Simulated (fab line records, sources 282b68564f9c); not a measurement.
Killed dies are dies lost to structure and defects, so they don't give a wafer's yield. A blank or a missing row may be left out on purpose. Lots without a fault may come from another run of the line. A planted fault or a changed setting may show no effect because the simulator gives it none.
Which tool did it? | flow rit_cmos | 14 lots, 42 wafers sampled, at 2 steps of a route of 202

WHAT THE GAUGES READ, wafer by wafer
The record holds no reading of a measuring or inspecting step that can be judged against a usual standard deviation.

WHICH TOOL RAN EACH LOT (tool, then ch and the chambers of the sampled wafers, then the start)
lot  | RIT_FOX1_WET_ETCH_02           | RIT_M1_PROBE_99
L601 | wet_bench-04 ch 1, day 1 18:28 | prober-01, day 3 15:31
L602 | wet_bench-02 ch 3, day 2 00:30 | prober-02, day 3 22:52
L603 | wet_bench-02 ch 2, day 2 04:55 | prober-01, day 4 02:10
L605 | wet_bench-02 ch 1, day 2 13:38 | prober-01, day 4 10:10
L607 | wet_bench-04 ch 1, day 3 00:26 | prober-01, day 4 19:10
L609 | wet_bench-04 ch 3, day 3 12:05 | prober-01, day 5 08:15
L610 | wet_bench-02 ch 3, day 3 17:43 | prober-02, day 5 11:26
L612 | wet_bench-04 ch 3, day 4 00:25 | prober-02, day 5 18:11
L613 | wet_bench-04 ch 3, day 4 06:48 | prober-01, day 5 22:49
L619 | wet_bench-04 ch 2, day 5 12:36 | prober-01, day 7 06:29
L620 | wet_bench-02 ch 2, day 5 18:24 | prober-01, day 7 12:55
L621 | wet_bench-02 ch 3, day 5 22:13 | prober-02, day 7 14:55
L623 | wet_bench-03 ch 0, day 6 08:11 | prober-02, day 8 05:17
L624 | wet_bench-02 ch 2, day 6 13:51 | prober-01, day 8 08:43
- RIT_FOX1_WET_ETCH_02: etches SiO2 in BOE, target depth 350 nm, time 390 s.
- RIT_M1_PROBE_99

WHAT THE TOOLS THEMSELVES READ (means of the sampled wafers that have a number; where no wafer has one, the mark that the record gives instead)
RIT_FOX1_WET_ETCH_02. Usual: bath_heat_duty_pct 1.7 %, standard deviation 0.43; run_length_s 419 s, standard deviation 3.5.
lot  | tool         | bath_heat_duty_pct (%) | run_length_s (s) | flag
L601 | wet_bench-04 | 2.5                    | 421              |
L602 | wet_bench-02 | 1.4                    | 416              |
L603 | wet_bench-02 | 1.4                    | 417              |
L605 | wet_bench-02 | 1.4                    | 417              |
L607 | wet_bench-04 | 2.0                    | 414              |
L609 | wet_bench-04 | 2.7                    | 416              |
L610 | wet_bench-02 | 1.7                    | 423              |
L612 | wet_bench-04 | 2.1                    | 416              |
L613 | wet_bench-04 | 1.7                    | 417              |
L619 | wet_bench-04 | -                      | -                | OFF
L620 | wet_bench-02 | -                      | -                | OFF
L621 | wet_bench-02 | 1.3                    | 415              |
L623 | wet_bench-03 | 1.5                    | 423              |
L624 | wet_bench-02 | 1.9                    | 425              |

RIT_M1_PROBE_99. Usual: killed_at_M0_to_M3 0.0, standard deviation 0.23; killed_at_contacts 0.1, standard deviation 0.34; killed_at_front_end 6.9, standard deviation 2.8; killed_dies 7.1, standard deviation 2.8; killed_on_rim 1.8, standard deviation 1.3; killed_open 3.4, standard deviation 1.9; killed_short 3.6, standard deviation 1.7.
lot  | tool      | killed_at_M0_to_M3 | killed_at_contacts | killed_at_front_end | killed_dies | killed_on_rim | killed_open | killed_short | flag
L601 | prober-01 | 0.0                | 0.3                | 8.7                 | 9.0         | 2.0           | 3.3         | 5.7          |
L602 | prober-02 | 0.0                | 0.0                | 8.3                 | 8.3         | 3.7           | 4.3         | 4.0          |
L603 | prober-01 | 0.0                | 0.0                | 7.0                 | 7.0         | 2.3           | 4.7         | 2.3          |
L605 | prober-01 | 0.0                | 0.0                | 6.0                 | 6.0         | 2.3           | 3.0         | 3.0          |
L607 | prober-01 | 0.0                | 0.0                | 6.3                 | 6.3         | 3.0           | 2.7         | 3.7          |
L609 | prober-01 | 0.0                | 0.0                | 7.0                 | 7.0         | 1.0           | 4.0         | 3.0          |
L610 | prober-02 | 0.3                | 0.0                | 7.0                 | 7.3         | 1.0           | 3.3         | 4.0          |
L612 | prober-02 | 0.0                | 0.0                | 6.0                 | 6.0         | 0.7           | 3.7         | 2.3          |
L613 | prober-01 | 0.0                | 0.0                | 8.3                 | 8.3         | 2.0           | 2.7         | 5.7          |
L619 | prober-01 | 0.0                | 0.0                | 4.3                 | 4.3         | 2.0           | 2.3         | 2.0          |
L620 | prober-01 | 0.0                | 0.0                | 6.7                 | 6.7         | 2.3           | 3.0         | 3.7          |
L621 | prober-02 | 0.0                | 0.0                | 9.7                 | 9.7         | 1.7           | 5.0         | 4.7          |
L623 | prober-02 | 0.0                | 0.0                | 5.7                 | 5.7         | 0.3           | 2.3         | 3.3          |
L624 | prober-01 | 0.0                | 0.0                | 8.0                 | 8.0         | 1.7           | 3.0         | 5.0          |

THE ANSWER, worked out from the rows above alone
Rule: a lot is off if the mean of its wafers that have a number lies more than 3 standard deviations from the usual mean. A lot without any number at a reading at which 4 lots or more have one is off too. The other lots that the step has rows for count as sound. The gauges are gone through in route order, then the tools' own readings, and for those a lot's mean is taken as printed above. The first step at which some lot is off is used, and at that step the reading that is off furthest; a lot without a number counts as furthest.
Off: L619, L620, at RIT_FOX1_WET_ETCH_02 (bath_heat_duty_pct). Without a number there: L619, L620.
A tool fits if, at that step or a process step before it, it ran every lot that is off, and no sound lot after the first of them. None of those tried fits.

WHAT THE SIMULATOR HAD PUT IN
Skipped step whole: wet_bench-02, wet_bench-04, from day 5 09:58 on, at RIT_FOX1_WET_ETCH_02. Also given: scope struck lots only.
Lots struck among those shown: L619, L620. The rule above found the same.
